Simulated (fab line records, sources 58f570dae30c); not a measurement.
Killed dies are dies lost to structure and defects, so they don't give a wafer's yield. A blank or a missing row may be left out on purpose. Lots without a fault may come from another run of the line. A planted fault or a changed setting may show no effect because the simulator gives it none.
Split-lot experiment | flow berkeley_cmos170 | 5 lots, 23 wafers read, on a route of 331 steps

THE SPLIT
At UCB170_M2_SPUTTER_01 (material Al, target thk 900 nm, time 120 s), the setting power_w was moved away from the recipe's 6000 W on 5 of the 23 wafers read, by -7.1% to +3.1%. The other wafers ran this setting at the recipe's value.

FROM THE SPLIT TO THE READING: what the file shows between them, 1 step
- UCB170_M2_RS_MEAS_02: measures by four-point-probe

THE READING
M2_AL_THK, in nm, at UCB170_M2_THK_MEAS_03 (measures by xrf). Fault-free wafers of this fab line usually give 892 nm, standard deviation 6.9 nm.

wafer  | tool, chamber at the split | power_w as run, W | against the recipe | M2_AL_THK, nm | against lot-mates on the recipe
L074.1 | pvd_sputter-02, -          | 6000              | recipe             | 898           | -
L074.3 | pvd_sputter-02, -          | 6000              | recipe             | 895           | -
L074.4 | pvd_sputter-02, -          | 6000              | recipe             | 896           | -
L074.5 | pvd_sputter-02, -          | 6000              | recipe             | 899           | -
L074.6 | pvd_sputter-02, -          | 6000              | recipe             | 897           | -
L075.1 | pvd_sputter-01, -          | 6187              | +3.1%              | 918           | +20
L075.3 | pvd_sputter-01, -          | 6000              | recipe             | 892           | -
L075.4 | pvd_sputter-01, -          | 6187              | +3.1%              | 928           | +30
L075.5 | pvd_sputter-01, -          | 6000              | recipe             | 903           | -
L075.6 | pvd_sputter-01, -          | 6187              | +3.1%              | 932           | +34
L076.2 | pvd_sputter-03, -          | 6000              | recipe             | 894           | -
L076.5 | pvd_sputter-03, -          | 6000              | recipe             | 899           | -
L076.6 | pvd_sputter-03, -          | 6000              | recipe             | 888           | -
L079.1 | pvd_sputter-03, -          | 6000              | recipe             | 893           | -
L079.2 | pvd_sputter-03, -          | 6000              | recipe             | 893           | -
L079.3 | pvd_sputter-03, -          | 6000              | recipe             | 889           | -
L079.5 | pvd_sputter-03, -          | 6000              | recipe             | 892           | -
L079.6 | pvd_sputter-03, -          | 6000              | recipe             | 891           | -
L080.1 | pvd_sputter-02, -          | 5575              | -7.1%              | 829           | -58
L080.2 | pvd_sputter-02, -          | 6000              | recipe             | 887           | -
L080.3 | pvd_sputter-02, -          | 6000              | recipe             | 886           | -
L080.5 | pvd_sputter-02, -          | 6000              | recipe             | 887           | -
L080.6 | pvd_sputter-02, -          | 5575              | -7.1%              | 821           | -66

THE FIT
A straight line over all 23 wafers: M2_AL_THK changes by +9.85 nm for each +1% of power_w; r = +0.98; the points scatter about the line by 5.1 nm.
The same after taking each lot's own level away (the mean of its wafers on the recipe; 23 wafers): +8.81 nm for each +1%; r = +0.99; scatter 3.7 nm.
On that fit, the largest move of power_w shifts the reading by 62 nm.
The lots' own levels span 886.7 to 897.5 nm, that is 1.6 times the standard deviation above.
So the lot-to-lot level changes the slope: the two fits differ.
Check: with one of the wafers moved furthest among these (-7.1%) left out of the fit, the line predicts -65.4 nm for it against its lot-mates. It came out at -57.7 nm against them.

OTHER SPLITS ON THESE WAFERS
These wafers also went through other splits before the reading. Each is held against what the fit with the lots' levels taken away leaves over:
other split on the same wafers  | wafers away from the commonest value | r with M2_AL_THK (lot level and that fit taken away)
UCB170_GATE_CVD_04 time_s       | 10                                   | +0.02
UCB170_GATE_ETCH_15 time_s      | 10                                   | +0.21
UCB170_PLDD_IMPLANT_09 dose_cm2 | 6                                    | -0.04
UCB170_SPACER_CVD_00 time_s     | 4                                    | +0.10
UCB170_PSD_PEB_04 peb_temp_c    | 6                                    | -0.32
UCB170_SDANNEAL_RTA_00 time_s   | 4                                    | -0.19
UCB170_CONTACT_COAT_10 spin_rpm | 8                                    | +0.30
UCB170_CONTACT_ETCH_18 rf_w     | 8                                    | +0.30
UCB170_M1_COAT_04 resist_thk_nm | 8                                    | -0.08

THE WHOLE CHAIN: every reading that the file lists as answering this split, in the file's order
step                  | what it does                               | reading                                                                     | change (the file's fit)               | r (the file's)
UCB170_M2_SPUTTER_01  | material Al, target thk 900 nm, time 120 s | Al_of_M2_SPUTTER_01.thk_nm (the simulator's own value, which no gauge read) | +8.65 nm for each +1% of the setting  | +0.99
UCB170_M2_RS_MEAS_02  | measures by four-point-probe               | M2_AL_RS                                                                    | -0.000332 for each +1% of the setting | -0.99
UCB170_M2_THK_MEAS_03 | measures by xrf                            | M2_AL_THK                                                                   | +8.82 for each +1% of the setting     | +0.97

THE FILE'S OWN FIT
M2_AL_THK changes by +8.82 nm for each +1% of power_w, r = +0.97.
